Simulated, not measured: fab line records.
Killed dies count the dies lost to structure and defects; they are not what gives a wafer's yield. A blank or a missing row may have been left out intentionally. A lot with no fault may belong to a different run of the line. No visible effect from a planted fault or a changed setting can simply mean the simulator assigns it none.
fab line records	flow rit-cmos
record lots=6	wafers=18	last-day=7
route steps=202 shown SDANNEAL@156 PSD@157 NSD@158 PLDD@159 NLDD@160 SILICIDE@161 CONTACT@168 M1@184
lots that met no fault: from a run of the same line without faults
start-h: hours from the record's first day to the start of the lot's first wafer shown	wait-h: hours since the lot's step before	" the same as in the row above	L1.1+2: a single row standing in for several wafers	- value missing, or start not given	* or withheld: withheld	< > ~ a bound
route shown NAME@n: names a module that has steps shown in the file, with the first one's number in the route	usual: the fault-free wafers' mean and standard deviation	same: alike in all rows	chamber/n: place in a boat	sites: readings site by site	_std_site: the values' standard deviation	_edge_site: mean of outer sites minus mean of inner sites	radius-mm: for every site, how far away it sits from the centre of the wafer	mask NAME#n: copy n	behind: the last tool/chamber to shape the wafer	hold: why the lot went on hold/how many hours it stayed there/how the hold came to an end	device: transistor that didn't switch, given as n, p or np	end of line: tests run on the same wafers once the route is complete	a step given without rows: its recipe and nothing more	killed: the dies lost at the first sort to structure and to defects; this is not the yield of the wafer	map: a wafer's dies, x killed, . not, _ none there
set.NAME: the setting that was run; set.NAME@STEP: the one run at that earlier step	model.NAME: the simulator's own value behind a step, which no gauge read
a table for each step, a row for each wafer; lots at some steps of the route
services: the hour from which a tool's chamber was out of use, counted from the record's first day as start-h (under 0 if before that day), plus the number of hours and why
## steps
# step RIT_SDANNEAL_RTA_03
# recipe temp-c=1050	time-s=5	idle-temp-c=600	ramp-up-c-per-s=342	ramp-down-c-per-s=171	cool-to-c=600	ambient=N2
# usual wafer_temp_C_max=1053.5/1.1
# same time-s=5
lot.wafer	tool	chamber	start-h	wait-h	wafer_temp_C_max
L916.3	rtp-anneal-01	0	58.97	0.0	1054.0
L916.4	"	0	"	"	1053.7
L916.6	"	0	"	"	1051.8
L925.1	rtp-anneal-02	0	105.18	0.0	1053.0
L925.2	"	0	"	"	1052.9
L925.3	"	0	"	"	1053.8
L931.1	rtp-anneal-02	0	135.72	0.0	1052.3
L931.4	"	0	"	"	1056.3
L931.5	"	0	"	"	1053.0
L932.1	rtp-anneal-01	0	140.82	0.0	1057.0
L932.3	"	0	"	"	1052.6
L932.4	"	0	"	"	1053.9
L934.1	rtp-anneal-01	0	150.64	0.0	1052.9
L934.5	"	0	"	"	1053.2
L934.6	"	0	"	"	1051.7
L938.1	rtp-anneal-01	0	171.74	0.0	1052.9
L938.3	"	0	"	"	1052.1
L938.5	"	0	"	"	1053.7
# step RIT_SDANNEAL_RS_MEAS_04
# recipe thk-meas-gauge=four-point-probe
# usual PSD_RS=115.9/0.32
lot.wafer	tool	chamber	start-h	wait-h	PSD_RS[ohm/sq]
L916.3	film-metro-03	-	59.05	0.1	115.5
L916.4	"	-	"	"	115.9
L916.6	"	-	"	"	115.7
L925.1	film-metro-03	-	105.23	0.0	115.8
L925.2	"	-	"	"	116.0
L925.3	"	-	"	"	116.2
L931.1	film-metro-03	-	135.78	0.0	115.5
L931.4	"	-	"	"	115.6
L931.5	"	-	"	"	115.6
L932.1	film-metro-02	-	140.88	0.0	115.7
L932.3	"	-	"	"	115.8
L932.4	"	-	"	"	115.7
L934.1	film-metro-03	-	150.70	0.0	116.1
L934.5	"	-	"	"	115.7
L934.6	"	-	"	"	116.0
L938.1	film-metro-02	-	171.80	0.0	116.2
L938.3	"	-	"	"	115.9
L938.5	"	-	"	"	115.9
# step RIT_SDANNEAL_RS_MEAS_05
# recipe thk-meas-gauge=four-point-probe
# usual NSD_RS=84.58/0.27
lot.wafer	tool	chamber	start-h	wait-h	NSD_RS[ohm/sq]
L916.3	film-metro-03	-	59.17	0.1	84.23
L916.4	"	-	"	"	84.26
L916.6	"	-	"	"	84.32
L925.1	film-metro-03	-	105.35	0.1	84.43
L925.2	"	-	"	"	84.32
L925.3	"	-	"	"	84.58
L931.1	film-metro-03	-	135.90	0.1	84.70
L931.4	"	-	"	"	84.89
L931.5	"	-	"	"	84.62
L932.1	film-metro-02	-	141.00	0.1	84.72
L932.3	"	-	"	"	84.59
L932.4	"	-	"	"	84.72
L934.1	film-metro-03	-	150.82	0.1	84.02
L934.5	"	-	"	"	84.55
L934.6	"	-	"	"	84.55
L938.1	film-metro-02	-	171.92	0.1	85.18
L938.3	"	-	"	"	85.23
L938.5	"	-	"	"	84.86
# step RIT_SDANNEAL_RS_MEAS_06
# recipe thk-meas-gauge=four-point-probe
# usual PLDD_RS=178.7/0.56
lot.wafer	tool	chamber	start-h	wait-h	PLDD_RS[ohm/sq]
L916.3	film-metro-03	-	59.29	0.1	178.0
L916.4	"	-	"	"	178.5
L916.6	"	-	"	"	178.2
L925.1	film-metro-03	-	105.47	0.1	178.9
L925.2	"	-	"	"	179.6
L925.3	"	-	"	"	179.9
L931.1	film-metro-03	-	136.02	0.1	177.9
L931.4	"	-	"	"	178.2
L931.5	"	-	"	"	178.4
L932.1	film-metro-02	-	141.12	0.1	178.2
L932.3	"	-	"	"	178.0
L932.4	"	-	"	"	178.4
L934.1	film-metro-03	-	150.94	0.1	178.8
L934.5	"	-	"	"	178.7
L934.6	"	-	"	"	179.4
L938.1	film-metro-02	-	172.04	0.1	179.5
L938.3	"	-	"	"	179.1
L938.5	"	-	"	"	179.3
# step RIT_SDANNEAL_RS_MEAS_07
# recipe thk-meas-gauge=four-point-probe
# usual NLDD_RS=151.7/0.5
lot.wafer	tool	chamber	start-h	wait-h	NLDD_RS[ohm/sq]
L916.3	film-metro-03	-	59.41	0.1	151.3
L916.4	"	-	"	"	151.6
L916.6	"	-	"	"	151.4
L925.1	film-metro-03	-	105.59	0.1	151.7
L925.2	"	-	"	"	152.1
L925.3	"	-	"	"	151.7
L931.1	film-metro-03	-	136.14	0.1	151.5
L931.4	"	-	"	"	151.6
L931.5	"	-	"	"	152.4
L932.1	film-metro-02	-	141.24	0.1	150.8
L932.3	"	-	"	"	150.8
L932.4	"	-	"	"	150.9
L934.1	film-metro-03	-	151.06	0.1	151.2
L934.5	"	-	"	"	151.3
L934.6	"	-	"	"	151.3
L938.1	film-metro-02	-	172.16	0.1	152.3
L938.3	"	-	"	"	152.6
L938.5	"	-	"	"	152.5
# step RIT_SILICIDE_WET_ETCH_00
# recipe chemistry=BOE	target=SiO2	target-depth-nm=14	time-s=15	dry=n2-spin	dilution=10:1	temp-c=21.5
# step RIT_SILICIDE_SPUTTER_01
# recipe material=Ti	target-thk-nm=30	power-w=350	chamber-pressure-pa=0.667	gas=Ar	time-s=240	substrate-temp-c=25
# usual throttle-valve-pct=30.0/0.98
# same time-s=240
lot.wafer	tool	chamber	start-h	wait-h	throttle-valve-pct
L916.3	pvd-sputter-02	-	59.50	0.0	30.8
L916.4	"	-	"	"	29.1
L916.6	"	-	"	"	31.1
L925.1	pvd-sputter-01	-	105.73	0.0	28.3
L925.2	"	-	"	"	31.0
L925.3	"	-	"	"	29.2
L931.1	pvd-sputter-01	-	136.27	0.0	30.8
L931.4	"	-	"	"	30.8
L931.5	"	-	"	"	31.1
L932.1	pvd-sputter-02	-	141.37	0.0	29.9
L932.3	"	-	"	"	31.1
L932.4	"	-	"	"	29.5
L934.1	pvd-sputter-02	-	151.19	0.0	30.8
L934.5	"	-	"	"	30.0
L934.6	"	-	"	"	29.3
L938.1	pvd-sputter-02	-	172.29	0.0	29.9
L938.3	"	-	"	"	29.3
L938.5	"	-	"	"	30.1
# step RIT_SILICIDE_RS_MEAS_02
# recipe thk-meas-gauge=four-point-probe	reads=Ti_of_SILICIDE_SPUTTER_01
# usual SILICIDE_TI_RS=47.6/0.67
lot.wafer	tool	chamber	start-h	wait-h	SILICIDE_TI_RS[ohm/sq]
L916.3	film-metro-04	-	59.69	0.1	47.1
L916.4	"	-	"	"	46.8
L916.6	"	-	"	"	46.8
L925.1	film-metro-02	-	105.88	0.1	47.7
L925.2	"	-	"	"	48.1
L925.3	"	-	"	"	48.1
L931.1	film-metro-04	-	136.42	0.1	47.9
L931.4	"	-	"	"	47.6
L931.5	"	-	"	"	47.8
L932.1	film-metro-01	-	141.52	0.1	47.2
L932.3	"	-	"	"	47.7
L932.4	"	-	"	"	47.0
L934.1	film-metro-02	-	151.34	0.1	47.6
L934.5	"	-	"	"	47.3
L934.6	"	-	"	"	47.1
L938.1	film-metro-01	-	172.44	0.1	47.3
L938.3	"	-	"	"	47.3
L938.5	"	-	"	"	47.5
# step RIT_SILICIDE_THK_MEAS_03
# recipe thk-meas-gauge=xrf	reads=Ti_of_SILICIDE_SPUTTER_01
# usual SILICIDE_TI_THK=30.6/0.37
lot.wafer	tool	chamber	start-h	wait-h	SILICIDE_TI_THK[nm]
L916.3	film-metro-04	-	59.79	0.1	30.9
L916.4	"	-	"	"	31.0
L916.6	"	-	"	"	31.0
L925.1	film-metro-02	-	106.00	0.1	30.5
L925.2	"	-	"	"	30.4
L925.3	"	-	"	"	30.3
L931.1	film-metro-04	-	136.54	0.1	30.1
L931.4	"	-	"	"	30.5
L931.5	"	-	"	"	30.3
L932.1	film-metro-01	-	141.64	0.1	30.8
L932.3	"	-	"	"	30.6
L932.4	"	-	"	"	31.0
L934.1	film-metro-02	-	151.46	0.1	30.5
L934.5	"	-	"	"	30.7
L934.6	"	-	"	"	30.7
L938.1	film-metro-01	-	172.56	0.1	30.6
L938.3	"	-	"	"	30.5
L938.5	"	-	"	"	30.6
# step RIT_SILICIDE_RTA_04
# recipe temp-c=650	time-s=10	idle-temp-c=25	ramp-up-s=5	ramp-down-s=5	cool-to-c=25	ambient=N2
# usual wafer_temp_C_max=652.3/0.55
# same time-s=10
lot.wafer	tool	chamber	start-h	wait-h	wafer_temp_C_max
L916.3	rtp-anneal-02	0	59.85	0.1	652.0
L916.4	"	0	"	"	652.3
L916.6	"	0	"	"	651.9
L925.1	rtp-anneal-01	0	106.06	0.1	653.3
L925.2	"	0	"	"	652.4
L925.3	"	0	"	"	652.4
L931.1	rtp-anneal-01	0	136.60	0.1	653.1
L931.4	"	0	"	"	651.9
L931.5	"	0	"	"	652.9
L932.1	rtp-anneal-02	0	141.70	0.1	652.6
L932.3	"	0	"	"	652.3
L932.4	"	0	"	"	651.4
L934.1	rtp-anneal-02	0	151.52	0.1	651.9
L934.5	"	0	"	"	652.4
L934.6	"	0	"	"	652.2
L938.1	rtp-anneal-02	0	172.62	0.1	651.9
L938.3	"	0	"	"	651.7
L938.5	"	0	"	"	651.7
# step RIT_SILICIDE_WET_ETCH_05
# recipe chemistry=SPM	target=Ti	temp-c=90	time-s=120	dry=n2-spin
# step RIT_SILICIDE_RTA_06
# recipe temp-c=750	time-s=10	idle-temp-c=25	ramp-up-s=5	ramp-down-s=10	cool-to-c=25	ambient=N2
# usual wafer_temp_C_max=752.7/0.71
# same time-s=10
lot.wafer	tool	chamber	start-h	wait-h	wafer_temp_C_max
L916.3	rtp-anneal-01	0	59.96	0.0	752.5
L916.4	"	0	"	"	754.1
L916.6	"	0	"	"	752.5
L925.1	rtp-anneal-02	0	106.17	0.0	751.8
L925.2	"	0	"	"	753.3
L925.3	"	0	"	"	753.7
L931.1	rtp-anneal-02	0	136.71	0.0	752.6
L931.4	"	0	"	"	752.0
L931.5	"	0	"	"	752.3
L932.1	rtp-anneal-01	0	141.88	0.0	752.6
L932.3	"	0	"	"	752.8
L932.4	"	0	"	"	752.7
L934.1	rtp-anneal-01	0	151.69	0.0	753.4
L934.5	"	0	"	"	753.3
L934.6	"	0	"	"	754.9
L938.1	rtp-anneal-01	0	172.73	0.0	754.6
L938.3	"	0	"	"	752.5
L938.5	"	0	"	"	751.9
# step RIT_CONTACT_CVD_00
# recipe material=SiO2	target-thk-nm=400	precursor=TEOS	temp-c=390	time-s=61	rf-w=400
# usual heater-power-w=345/53	rf-fwd-power-W=396.9/1.6
# same time-s=61
lot.wafer	tool	chamber	start-h	wait-h	heater-power-w	rf-fwd-power-W
L916.3	pecvd-01	1	60.01	0.0	275	400.9
L916.4	"	1	"	"	290	398.9
L916.6	"	2	"	"	338	398.5
L925.1	pecvd-01	0	106.23	0.1	327	396.5
L925.2	"	1	"	"	323	396.6
L925.3	"	2	"	"	383	398.7
L931.1	pecvd-01	0	136.78	0.1	322	396.2
L931.4	"	0	"	"	336	394.9
L931.5	"	1	"	"	294	397.0
L932.1	pecvd-04	1	141.95	0.1	362	395.7
L932.3	"	0	"	"	366	399.3
L932.4	"	0	"	"	372	398.9
L934.1	pecvd-01	2	151.76	0.1	306	399.2
L934.5	"	0	"	"	328	398.2
L934.6	"	2	"	"	335	398.3
L938.1	pecvd-04	0	172.80	0.1	335	396.1
L938.3	"	1	"	"	384	395.2
L938.5	"	1	"	"	404	395.0
# step RIT_CONTACT_THK_MEAS_01
# recipe reads=SiO2_of_CONTACT_CVD_00
# usual CONTACT_TEOS_THK=401/5.2
lot.wafer	tool	chamber	start-h	wait-h	CONTACT_TEOS_THK[nm]
L916.3	film-metro-01	-	60.08	0.0	397
L916.4	"	-	"	"	406
L916.6	"	-	"	"	405
L925.1	film-metro-01	-	106.28	0.0	397
L925.2	"	-	"	"	396
L925.3	"	-	"	"	396
L931.1	film-metro-01	-	136.83	0.0	395
L931.4	"	-	"	"	403
L931.5	"	-	"	"	402
L932.1	film-metro-04	-	142.00	0.0	400
L932.3	"	-	"	"	398
L932.4	"	-	"	"	403
L934.1	film-metro-01	-	151.84	0.1	398
L934.5	"	-	"	"	401
L934.6	"	-	"	"	408
L938.1	film-metro-03	-	172.85	0.0	397
L938.3	"	-	"	"	397
L938.5	"	-	"	"	401
# step RIT_CONTACT_HMDS_02
# recipe prime-time-s=60	prime-temp-c=140
# step RIT_CONTACT_COAT_03
# recipe resist=NOVOLAK	spin-rpm=3250	resist-thk-nm=1000
# step RIT_CONTACT_SOFTBAKE_04
# recipe resist=NOVOLAK	temp-c=90	time-s=60
# step RIT_CONTACT_EXPOSE_05
# recipe mask-id=M11	na=0.6	source-shape=conventional	sigma-outer=0.5	target-cd-nm=1000	dose-mj=250
# step RIT_CONTACT_PEB_06
# recipe resist=NOVOLAK	temp-c=withheld	time-s=withheld
# step RIT_CONTACT_DEVELOP_07
# recipe resist=NOVOLAK	develop-time-s=120	dev-temp-c=23
# step RIT_CONTACT_CD_MEAS_08
# recipe target-cd-nm=1000
# usual cd-nm=1001.2/2.2
lot.wafer	tool	chamber	start-h	wait-h	cd-nm
L916.3	cd-sem-01	-	61.35	-	1003.2
L916.4	"	-	"	"	1002.7
L916.6	"	-	"	"	1000.4
L925.1	cd-sem-02	-	107.43	-	1001.1
L925.2	"	-	"	"	1004.6
L925.3	"	-	"	"	1002.7
L931.1	cd-sem-02	-	137.85	-	1000.3
L931.4	"	-	"	"	999.6
L931.5	"	-	"	"	999.6
L932.1	cd-sem-02	-	143.15	-	1001.7
L932.3	"	-	"	"	1000.7
L932.4	"	-	"	"	1000.0
L934.1	cd-sem-02	-	152.86	-	1000.8
L934.5	"	-	"	"	999.9
L934.6	"	-	"	"	1000.9
L938.1	cd-sem-02	-	174.00	-	1004.5
L938.3	"	-	"	"	1003.0
L938.5	"	-	"	"	1002.0
# step RIT_CONTACT_OVL_MEAS_09
# usual CONTACT_OVL=-1.0/1.5
lot.wafer	tool	chamber	start-h	wait-h	CONTACT_OVL[nm]
L916.3	overlay-01	-	61.44	0.1	-0.5
L916.4	"	-	"	"	0.9
L916.6	"	-	"	"	-1.7
L925.1	overlay-02	-	107.55	0.1	0.4
L925.2	"	-	"	"	0.8
L925.3	"	-	"	"	3.2
L931.1	overlay-01	-	137.97	0.1	-1.3
L931.4	"	-	"	"	-1.5
L931.5	"	-	"	"	-3.3
L932.1	overlay-02	-	143.27	0.1	0.1
L932.3	"	-	"	"	-2.3
L932.4	"	-	"	"	-3.3
L934.1	overlay-02	-	153.01	0.1	-2.1
L934.5	"	-	"	"	-1.6
L934.6	"	-	"	"	-2.0
L938.1	overlay-02	-	174.12	0.1	0.7
L938.3	"	-	"	"	0.5
L938.5	"	-	"	"	1.3
# step RIT_CONTACT_HARDBAKE_10
# recipe resist=NOVOLAK	temp-c=140	time-s=60
# step RIT_CONTACT_ETCH_11
# recipe target-depth-a=4800	over-etch-frac=0.2	stop-on=TiSi2	chemistry=CHF3/CF4/Ar	target=SiO2	CHF3_flow_sccm=50	cf4-flow-sccm=10	Ar_flow_sccm=100	O2_flow_sccm=5	pressure-mtorr=100	rf-w=200	time-s=320
# usual drypump-motor-current-A=5.7/0.54	oes-product-au=0.986/0.012	rf-fwd-power-W=199.6/0.58	throttle-valve-pct=8.87/0.14
# same time-s=320
lot.wafer	tool	chamber	start-h	wait-h	drypump-motor-current-A	oes-product-au	rf-fwd-power-W	rf-hours-counter-h	throttle-valve-pct
L916.3	rie-diel-01	2	61.62	0.1	5.0	0.993	199.9	7	8.90
L916.4	"	0	"	"	5.6	0.974	199.6	-	8.93
L916.6	"	2	"	"	5.0	0.991	199.6	-	8.89
L925.1	rie-diel-04	1	107.88	0.1	5.5	0.986	199.1	123	8.82
L925.2	"	2	"	"	4.6	0.976	199.1	104	8.66
L925.3	"	0	"	"	5.7	0.985	199.4	9	9.10
L931.1	rie-diel-01	2	138.16	0.1	5.0	0.991	200.2	8	8.89
L931.4	"	1	"	"	5.9	1.008	199.0	1	8.94
L931.5	"	3	"	"	6.1	0.987	200.7	-	9.02
L932.1	rie-diel-04	3	143.46	0.1	6.8	0.984	200.1	143	8.88
L932.3	"	1	"	"	5.6	0.984	199.6	124	8.83
L932.4	"	2	"	"	4.6	0.970	199.1	104	8.65
L934.1	rie-diel-04	0	153.21	0.1	5.7	0.976	198.7	10	9.11
L934.5	"	1	"	"	5.6	0.988	199.7	-	8.83
L934.6	"	2	"	"	4.6	0.965	199.8	-	8.66
L938.1	rie-diel-01	2	174.30	0.1	5.0	0.987	200.1	9	8.89
L938.3	"	3	"	"	6.2	0.988	200.4	55	9.02
L938.5	"	3	"	"	6.2	0.986	199.4	-	9.02
# step RIT_CONTACT_STRIP_12
# recipe chemistry=O2	time-s=180	resist=NOVOLAK	platen-temp-c=withheld	power-w=500	pressure-mtorr=4000	o2-flow-sccm=4000
# step RIT_CONTACT_CD_MEAS_90
# recipe target-cd-nm=1000
# usual cd-nm=1001.1/2.2
lot.wafer	tool	chamber	start-h	wait-h	cd-nm
L916.3	cd-sem-02	-	62.03	0.1	1003.1
L916.4	"	-	"	"	1002.9
L916.6	"	-	"	"	1000.2
L925.1	cd-sem-01	-	108.25	0.1	1001.5
L925.2	"	-	"	"	1004.3
L925.3	"	-	"	"	1002.8
L931.1	cd-sem-01	-	138.53	0.1	999.5
L931.4	"	-	"	"	999.2
L931.5	"	-	"	"	999.4
L932.1	cd-sem-01	-	143.83	0.1	1001.5
L932.3	"	-	"	"	1000.7
L932.4	"	-	"	"	999.4
L934.1	cd-sem-01	-	153.58	0.1	1001.1
L934.5	"	-	"	"	1000.0
L934.6	"	-	"	"	1001.3
L938.1	cd-sem-01	-	174.67	0.1	1004.3
L938.3	"	-	"	"	1002.6
L938.5	"	-	"	"	1002.2
# step RIT_CONTACT_CLEAN_13
# recipe chemistry=SC1	mix=3:3:50	time-s=600	temp-c=75
# step RIT_CONTACT_CLEAN_14
# recipe chemistry=SC2	mix=3:3:50	time-s=600	temp-c=75	dry=n2-spin
# step RIT_M1_SPUTTER_00
# recipe material=Al	target-thk-nm=400	power-w=2000	chamber-pressure-pa=0.4	gas=Ar	time-s=500	substrate-temp-c=25
# step RIT_M1_RS_MEAS_01
# recipe thk-meas-gauge=four-point-probe	reads=Al_of_M1_SPUTTER_00
# usual M1_AL_RS=0.0731/0.00077
lot.wafer	tool	chamber	start-h	wait-h	M1_AL_RS[ohm/sq]
L916.3	film-metro-02	-	62.79	0.2	0.0742
L916.4	"	-	"	"	0.0741
L916.6	"	-	"	"	0.0742
L925.1	film-metro-04	-	109.01	0.1	0.0723
L925.2	"	-	"	"	0.0722
L925.3	"	-	"	"	0.0714
L931.1	film-metro-02	-	139.31	0.1	0.0742
L931.4	"	-	"	"	0.0742
L931.5	"	-	"	"	0.0741
L932.1	film-metro-02	-	144.61	0.1	0.0727
L932.3	"	-	"	"	0.0729
L932.4	"	-	"	"	0.0728
L934.1	film-metro-02	-	154.38	0.1	0.0734
L934.5	"	-	"	"	0.0736
L934.6	"	-	"	"	0.0729
L938.1	film-metro-02	-	175.49	0.1	0.0735
L938.3	"	-	"	"	0.0735
L938.5	"	-	"	"	0.0731
# step RIT_M1_THK_MEAS_02
# recipe thk-meas-gauge=xrf	reads=Al_of_M1_SPUTTER_00
# usual M1_AL_THK=398/4.6
lot.wafer	tool	chamber	start-h	wait-h	M1_AL_THK[nm]
L916.3	film-metro-02	-	62.89	0.1	391
L916.4	"	-	"	"	390
L916.6	"	-	"	"	389
L925.1	film-metro-04	-	109.13	0.1	403
L925.2	"	-	"	"	403
L925.3	"	-	"	"	406
L931.1	film-metro-02	-	139.43	0.1	391
L931.4	"	-	"	"	393
L931.5	"	-	"	"	396
L932.1	film-metro-02	-	144.73	0.1	399
L932.3	"	-	"	"	398
L932.4	"	-	"	"	398
L934.1	film-metro-02	-	154.50	0.1	398
L934.5	"	-	"	"	396
L934.6	"	-	"	"	397
L938.1	film-metro-02	-	175.61	0.1	396
L938.3	"	-	"	"	393
L938.5	"	-	"	"	397
# step RIT_M1_HMDS_03
# recipe prime-time-s=60	prime-temp-c=140
# step RIT_M1_COAT_04
# recipe resist=NOVOLAK	spin-rpm=2000	resist-thk-nm=1300
# step RIT_M1_SOFTBAKE_05
# recipe resist=NOVOLAK	temp-c=90	time-s=60
# step RIT_M1_EXPOSE_06
# recipe mask-id=M12	na=0.6	source-shape=conventional	sigma-outer=0.5	target-cd-nm=2600	dose-mj=250
# step RIT_M1_PEB_07
# recipe resist=NOVOLAK	temp-c=withheld	time-s=withheld
# step RIT_M1_DEVELOP_08
# recipe resist=NOVOLAK	develop-time-s=68	dev-temp-c=23
# step RIT_M1_CD_MEAS_09
# recipe target-cd-nm=2600
# usual cd-nm=2599.4/2.2
lot.wafer	tool	chamber	start-h	wait-h	cd-nm
L916.3	cd-sem-02	-	63.97	-	2596.6
L916.4	"	-	"	"	2597.0
L916.6	"	-	"	"	2597.0
L925.1	cd-sem-02	-	110.07	-	2596.5
L925.2	"	-	"	"	2599.7
L925.3	"	-	"	"	2599.1
L931.1	cd-sem-02	-	140.50	-	2598.2
L931.4	"	-	"	"	2600.6
L931.5	"	-	"	"	2598.4
L932.1	cd-sem-01	-	145.67	-	2595.4
L932.3	"	-	"	"	2595.7
L932.4	"	-	"	"	2595.9
L934.1	cd-sem-02	-	155.44	-	2601.4
L934.5	"	-	"	"	2600.6
L934.6	"	-	"	"	2603.1
L938.1	cd-sem-02	-	176.55	-	2600.5
L938.3	"	-	"	"	2601.0
L938.5	"	-	"	"	2600.2
# step RIT_M1_OVL_MEAS_10
# usual M1_OVL=-1.5/1.5
lot.wafer	tool	chamber	start-h	wait-h	M1_OVL[nm]
L916.3	overlay-02	-	64.07	0.1	-2.5
L916.4	"	-	"	"	-1.2
L916.6	"	-	"	"	-4.0
L925.1	overlay-01	-	110.19	0.1	-1.8
L925.2	"	-	"	"	-2.1
L925.3	"	-	"	"	-3.8
L931.1	overlay-01	-	140.62	0.1	-4.8
L931.4	"	-	"	"	-0.3
L931.5	"	-	"	"	-2.8
L932.1	overlay-01	-	145.79	0.1	-2.5
L932.3	"	-	"	"	-1.7
L932.4	"	-	"	"	-2.5
L934.1	overlay-01	-	155.56	0.1	-2.9
L934.5	"	-	"	"	-0.2
L934.6	"	-	"	"	-1.3
L938.1	overlay-01	-	176.67	0.1	-1.4
L938.3	"	-	"	"	-0.1
L938.5	"	-	"	"	-0.7
# step RIT_M1_HARDBAKE_11
# recipe resist=NOVOLAK	temp-c=140	time-s=120
# step RIT_M1_METAL_ETCH_12
# recipe stop-on=SiO2	chemistry=Cl2/BCl3	target=Al	time-s=165	over-etch-frac=0.5	pressure-mtorr=100	target-depth-a=6000	rf-w=250	Cl2_flow_sccm=60	bcl3-flow-sccm=50
# step RIT_M1_STRIP_13
# recipe chemistry=nmp	resist=NOVOLAK	temp-c=80	time-s=600	dry=n2-spin
# step RIT_M1_PROBE_99
# usual killed-at-contacts=0.1/0.23	killed-at-front-end=6.7/2.7	killed-dies=6.7/2.7	killed-open=3.2/1.8	killed-short=3.5/1.9
# same gross-dies=264	killed_at_M0_to_M3=0	killed_at_M4_up=0	killed-at-back-side=0	killed-at-other=0
lot.wafer	tool	chamber	start-h	wait-h	killed-at-contacts	killed-at-front-end	killed-dies	killed-open	killed-short
L916.3	prober-02	-	66.69	0.2	0	6	6	3	3
L916.4	prober-02	-	66.74	0.2	0	5	5	1	4
L916.6	prober-02	-	66.84	0.2	0	7	7	1	6
L925.1	prober-02	-	112.75	0.1	0	5	5	2	3
L925.2	prober-02	-	112.80	0.1	0	7	7	3	4
L925.3	prober-02	-	112.85	0.2	0	7	7	3	4
L931.1	prober-02	-	143.15	0.1	2	6	8	5	1
L931.4	prober-02	-	143.30	0.2	6	6	12	3	3
L931.5	prober-02	-	143.35	0.2	0	6	6	6	0
L932.1	prober-01	-	148.33	0.1	0	6	6	4	2
L932.3	prober-01	-	148.43	0.2	0	7	7	3	4
L932.4	prober-01	-	148.48	0.2	0	8	8	2	6
L934.1	prober-01	-	158.10	0.1	0	6	6	4	2
L934.5	prober-01	-	158.30	0.2	5	3	8	0	3
L934.6	prober-01	-	158.35	0.2	0	4	4	0	4
# killed by level:class
L916.3 GATE:geometric-particle:short=2 GATE:geometric-particle:open=2 REOX:geometric-particle:short=1 SPACER:geometric-particle:open=1
L916.4 GATE:geometric-particle:short=2 FOX2:geometric-particle:short=1 REOX:geometric-particle:short=1 SILICIDE:geometric-particle:open=1
L916.6 GATE:geometric-particle:short=4 SPACER:geometric-particle:short=2 REOX:geometric-particle:open=1
L925.1 GATE:geometric-particle:open=1 GATE:geometric-particle:short=1 REOX:geometric-particle:short=1 SILICIDE:geometric-particle:short=1 SILICIDE:geometric-particle:open=1
L925.2 GATE:geometric-particle:short=4 GATE:geometric-particle:open=1 SPACER:geometric-particle:open=1 SILICIDE:geometric-particle:open=1
L925.3 FOX2:geometric-particle:short=2 SILICIDE:geometric-particle:short=2 FOX2:geometric-particle:open=1 GATE:geometric-particle:open=1 SILICIDE:geometric-particle:open=1
L931.1 GATE:geometric-particle:open=4 CONTACT:unspecified=2 FOX2:geometric-particle:open=1 SILICIDE:geometric-particle:short=1
L931.4 CONTACT:unspecified=6 ACTIVE:geometric-particle:open=1 FOX2:geometric-particle:short=1 GATE:geometric-particle:open=1 REOX:geometric-particle:short=1 SPACER:geometric-particle:open=1 SILICIDE:geometric-particle:short=1
L931.5 REOX:geometric-particle:open=2 FOX2:geometric-particle:open=1 GATE:geometric-particle:open=1 SPACER:geometric-particle:open=1 SILICIDE:geometric-particle:open=1
L932.1 SPACER:geometric-particle:open=2 FOX2:geometric-particle:open=1 GATE:geometric-particle:open=1 GATE:geometric-particle:short=1 SPACER:geometric-particle:short=1
L932.3 SPACER:geometric-particle:short=2 SPACER:geometric-particle:open=2 FOX1:geometric-particle:short=1 GATE:geometric-particle:short=1 REOX:geometric-particle:open=1
L932.4 GATE:geometric-particle:open=2 SPACER:geometric-particle:short=2 FOX2:geometric-particle:short=1 GATE:geometric-particle:short=1 REOX:geometric-particle:short=1 SILICIDE:geometric-particle:short=1
L934.1 GATE:geometric-particle:short=2 GATE:geometric-particle:open=2 FOX2:geometric-particle:open=1 SPACER:geometric-particle:open=1
L934.5 CONTACT:unspecified=5 FOX2:geometric-particle:short=2 SILICIDE:geometric-particle:short=1
L934.6 FOX2:geometric-particle:short=2 FOX1:geometric-particle:short=1 GATE:geometric-particle:short=1
# map L931.4 (x killed, . not)
________......._______
_____......x......____
____...............___
___.................__
__............x......_
__......x...x........_
_..........xx.........
_...........x.........
_..........xxx........
_..................x..
__..................._
__....x.............._
___.................__
____...............___
_____.............____
________......._______
# map L934.5 (x killed, . not)
________......._______
_____.............____
____...............___
___.................__
__x.................._
__..................._
_...........x.........
_........x............
_............xx.......
_.....................
__............x......_
__..................._
___.................__
____.........xx....___
_____.............____
________......._______
## services
tool	chamber	start-h	hours	kind
rie-diel-01	1	44.55	-	clean
rie-diel-01	1	44.55	21.6	scheduled-down
rie-diel-01	1	44.55	21.6	vent-cycle
pvd-sputter-02	-	60.53	2.7	repair
rie-diel-04	3	67.73	3.4	repair
pvd-sputter-01	-	70.48	3.5	repair
pvd-sputter-01	-	76.33	2.2	repair
pecvd-01	-	79.68	0.9	repair
rie-diel-01	-	80.61	2.8	pm
rie-diel-01	0	95.68	8.3	repair
pecvd-01	0	98.50	5.8	repair
pecvd-04	-	107.51	2.8	pm
rie-diel-01	3	120.95	7.5	repair
rie-diel-01	2	139.92	24.4	repair
pecvd-01	1	149.34	5.0	repair
pecvd-04	-	150.09	14.6	pm
rie-diel-01	1	173.19	3.8	repair
## key
first-sign step=RIT_M1_PROBE_99	reading=killed-at-contacts	direction=up	sigmas=4.3	usual=0.1	struck=4.3
effect none on later readings
met-at RIT_CONTACT_CVD_00
struck-wafers L931.1,L931.4,L934.5
tester-left-out L931,L934
onset-between 106.23 136.78
fault kind=chamber-particle-source	tool=pecvd-01	chamber=0	onset-h=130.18	steps=RIT_CONTACT_CVD_00	rate-per-visit-cm2=0.024408	end-h=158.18
# tester-left-out: of these lots the tester's yield and bins aren't shown, on N5 and GAA mostly nor the transistor test; their killed dies are dies lost to structure and defects alone, not to doping, threshold or leakage, so they don't give the yield
